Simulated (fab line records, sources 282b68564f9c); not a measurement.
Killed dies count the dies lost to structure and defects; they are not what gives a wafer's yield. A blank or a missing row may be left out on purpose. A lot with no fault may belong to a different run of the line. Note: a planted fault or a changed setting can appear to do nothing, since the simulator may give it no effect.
The tool behind it: which one? | flow rit_cmos | Sampling: 16 lots, 48 wafers, 2 of 202 route steps

== WHAT EACH GAUGE READ, for each wafer ==
RIT_NRETRO_OVL_MEAS_06.
lot  | measured    | on         | NRETRO_OVL (nm)
L389 | day 2 07:12 | overlay-01 | 0.7 -0.3 -0.3
L390 | day 2 12:14 | overlay-01 | 0.5 -0.3 1.0
L391 | day 2 16:31 | overlay-02 | -1.5 -0.2 1.4
L392 | day 2 20:40 | overlay-01 | -301.8 -301.0 -301.4
L393 | day 3 02:00 | overlay-01 | -299.9 -299.3 -300.1
L394 | day 3 08:00 | overlay-02 | -298.9 -299.4 -301.5
L395 | day 3 13:20 | overlay-02 | -298.5 -298.7 -298.2
L398 | day 4 04:29 | overlay-02 | 0.7 1.4 3.6
L401 | day 4 20:26 | overlay-01 | 2.1 1.3 1.3
L402 | day 4 23:54 | overlay-01 | 1.7 2.0 1.5
L404 | day 5 09:49 | overlay-01 | -2.3 -1.3 0.0
L405 | day 5 14:53 | overlay-01 | 0.4 0.7 -0.1
L406 | day 5 21:02 | overlay-01 | 2.7 2.8 1.8
L408 | day 6 05:56 | overlay-02 | -0.2 -0.7 -0.7
L409 | day 6 11:27 | overlay-01 | -2.0 -2.0 -3.1
L412 | day 7 01:04 | overlay-02 | 2.4 1.3 0.7

== WHAT TOOL EACH LOT RAN ON (gives the tool, then ch and the chambers of the sampled wafers, and finally the start) ==
lot  | RIT_NRETRO_EXPOSE_03
L389 | iline_stepper-02 ch 0, day 2 06:46
L390 | iline_stepper-01 ch 0, day 2 11:50
L391 | iline_stepper-01 ch 0, day 2 16:05
L392 | iline_stepper-01 ch 0, day 2 20:16
L393 | iline_stepper-01 ch 0, day 3 01:34
L394 | iline_stepper-01 ch 0, day 3 07:34
L395 | iline_stepper-01 ch 0, day 3 12:56
L398 | iline_stepper-02 ch 0, day 4 04:02
L401 | iline_stepper-02 ch 0, day 4 20:03
L402 | iline_stepper-02 ch 0, day 4 23:28
L404 | iline_stepper-02 ch 0, day 5 09:23
L405 | iline_stepper-02 ch 0, day 5 14:27
L406 | iline_stepper-02 ch 0, day 5 20:37
L408 | iline_stepper-02 ch 0, day 6 05:31
L409 | iline_stepper-02 ch 0, day 6 11:01
L412 | iline_stepper-02 ch 0, day 7 00:38
- RIT_NRETRO_EXPOSE_03: exposes mask M4, target cd 43900 nm.

== AS READ BY THE TOOLS THEMSELVES (means over the sampled wafers that have a number; for cases with no such wafer, the mark the record gives instead) ==
RIT_NRETRO_EXPOSE_03.
lot  | tool             | focus_offset_nm (nm)
L389 | iline_stepper-02 | 0.5
L390 | iline_stepper-01 | -0.3
L391 | iline_stepper-01 | -0.1
L392 | iline_stepper-01 | 0.1
L393 | iline_stepper-01 | -0.1
L394 | iline_stepper-01 | 0.5
L395 | iline_stepper-01 | -1.1
L398 | iline_stepper-02 | -0.4
L401 | iline_stepper-02 | -0.5
L402 | iline_stepper-02 | 0.5
L404 | iline_stepper-02 | 0.0
L405 | iline_stepper-02 | -0.3
L406 | iline_stepper-02 | 0.7
L408 | iline_stepper-02 | 0.5
L409 | iline_stepper-02 | -0.7
L412 | iline_stepper-02 | -0.1

== THE ANSWER, worked out from the rows above alone ==
Rule: usual is defined by the lots themselves. Put in order of their means at a reading, lots are off if they are a third of the lots or fewer, leave a main group of 4 or more, and stand apart from it by a gap of 3 or more times the standard deviation of the main group's means; of several such gaps the widest counts. The tables above print the reading to a certain number of digits; a main group whose means all agree to those digits is not used. Also off: a lot with no number at a reading for which 4 or more lots have one. Any other lot the step has rows for is counted as sound. First the gauges in route order, then the tools' own readings, where a lot's mean is used as printed above. The first step at which some lot is off is used, and at that step the reading that is off furthest; a lot without a number counts as furthest.
Off: at RIT_NRETRO_OVL_MEAS_06 (NRETRO_OVL), L392, L393, L394, L395. Mean 0.5 nm and standard deviation 1.4 in the main group.
A tool fits if, at a process step before that reading, it ran every lot that is off, and no sound lot after the first of them. Those tools and the gauges at RIT_NRETRO_OVL_MEAS_06 are tried in the same way. One fits: RIT_NRETRO_EXPOSE_03 on iline_stepper-01. Its last sound lot is L391 (day 2 16:05), its first lot that is off L392 (day 2 20:16): a fault that began between those two fits.

== WHAT HAD BEEN PUT IN BY THE SIMULATOR ==
Scanner matching overlay: iline_stepper-01, from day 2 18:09 on, at RIT_NRETRO_EXPOSE_03. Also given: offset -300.
Struck lots among those shown: L392, L393, L394, L395. The rule given above showed the same thing.
